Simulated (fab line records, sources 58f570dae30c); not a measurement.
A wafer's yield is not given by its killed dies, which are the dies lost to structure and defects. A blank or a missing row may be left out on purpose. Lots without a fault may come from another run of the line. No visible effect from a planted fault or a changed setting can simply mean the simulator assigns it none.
Split-lot trial | flow berkeley_cmos170 | route with 331 steps; 5 lots, 23 wafers read

== THE SPLIT ==
At UCB170_PWELL_IMPLANT_15, the setting energy_kev was moved away from the recipe's 60 on 8 of the 23 wafers read, by +3.8% to +5.4%. This setting was run at the recipe's value on the other wafers.

Reading taken at the split's own step.

== THE READING ==
The simulator's own value implant.drp_nm, read by no gauge, in nm at UCB170_PWELL_IMPLANT_15. The file gives no usual value for it.

wafer  | tool, chamber at the split | energy_kev as run | against the recipe | implant.drp_nm, nm | against lot-mates on the recipe
L076.1 | implanter-02, 0            | 60                | recipe             | 64.7               | -
L076.5 | implanter-02, 0            | 60                | recipe             | 64.7               | -
L076.2 | implanter-02, 0            | 63.21             | +5.4%              | 66.49              | +1.79
L076.4 | implanter-02, 0            | 63.21             | +5.4%              | 66.49              | +1.79
L076.6 | implanter-02, 0            | 63.21             | +5.4%              | 66.49              | +1.79
L077.1 | implanter-02, 0            | 60                | recipe             | 64.7               | -
L077.3 | implanter-02, 0            | 60                | recipe             | 64.7               | -
L077.5 | implanter-02, 0            | 60                | recipe             | 64.7               | -
L078.1 | implanter-01, 0            | 60                | recipe             | 64.7               | -
L078.2 | implanter-01, 0            | 60                | recipe             | 64.7               | -
L078.4 | implanter-01, 0            | 60                | recipe             | 64.7               | -
L078.5 | implanter-01, 0            | 60                | recipe             | 64.7               | -
L078.6 | implanter-01, 0            | 60                | recipe             | 64.7               | -
L081.1 | implanter-01, 0            | 60                | recipe             | 64.7               | -
L081.2 | implanter-01, 0            | 60                | recipe             | 64.7               | -
L081.6 | implanter-01, 0            | 60                | recipe             | 64.7               | -
L081.3 | implanter-01, 0            | 62.3              | +3.8%              | 65.99              | +1.29
L081.5 | implanter-01, 0            | 62.3              | +3.8%              | 65.99              | +1.29
L084.1 | implanter-01, 0            | 60                | recipe             | 64.7               | -
L084.5 | implanter-01, 0            | 60                | recipe             | 64.7               | -
L084.3 | implanter-01, 0            | 63.15             | +5.2%              | 66.46              | +1.76
L084.4 | implanter-01, 0            | 63.15             | +5.2%              | 66.46              | +1.76
L084.6 | implanter-01, 0            | 63.15             | +5.2%              | 66.46              | +1.76

FIT RESULTS
A straight line over all 23 wafers: implant.drp_nm changes by +0.335 nm for each +1% of energy_kev; r = +1.00; the points scatter about the line by 0.002 nm.
The same after taking each lot's own level away (the mean of its wafers on the recipe; 23 wafers): +0.335 nm for each +1%; r = +1.00; scatter 0.002 nm.
On that fit, the largest move of energy_kev shifts the reading by 1.8 nm.
The lots' own levels span 64.700 to 64.700 nm.
So the lot-to-lot level changes the slope little: the two slopes agree.
Check: +1.79 nm against its lot-mates is what the line predicts for one of the wafers moved furthest among these (+5.4%) when that wafer is left out of the fit. It came out at +1.79 nm against them.

== FURTHER SPLITS ON THESE WAFERS ==
Note: prior to the reading, these wafers also went through further splits. Each is held against what the fit with the lots' levels taken away leaves over:
other split on the same wafers   | wafers away from the commonest value | r with implant.drp_nm (lot level and that fit taken away)
UCB170_ZERO_COAT_01 spin_rpm     | 5                                    | -0.29
UCB170_NWELL_CVD_04 temp_c       | 18                                   | -0.06
UCB170_PWELL_OXIDATION_02 temp_c | 18                                   | +0.38
UCB170_PWELL_CVD_05 time_s       | 15                                   | +0.00

== THE WHOLE CHAIN: every reading that the file lists as answering this split, in the file's order ==
step                    | what it does | reading                                                         | change (the file's fit)               | r (the file's)
UCB170_PWELL_IMPLANT_15 |              | implant.rp_nm (the simulator's own value, which no gauge read)  | +2.44 nm for each +1% of the setting  | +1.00
UCB170_PWELL_IMPLANT_15 |              | implant.drp_nm (the simulator's own value, which no gauge read) | +0.335 nm for each +1% of the setting | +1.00

== FILE'S OWN FIT ==
implant.drp_nm changes by +0.335 nm for each +1% of energy_kev, r = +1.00.
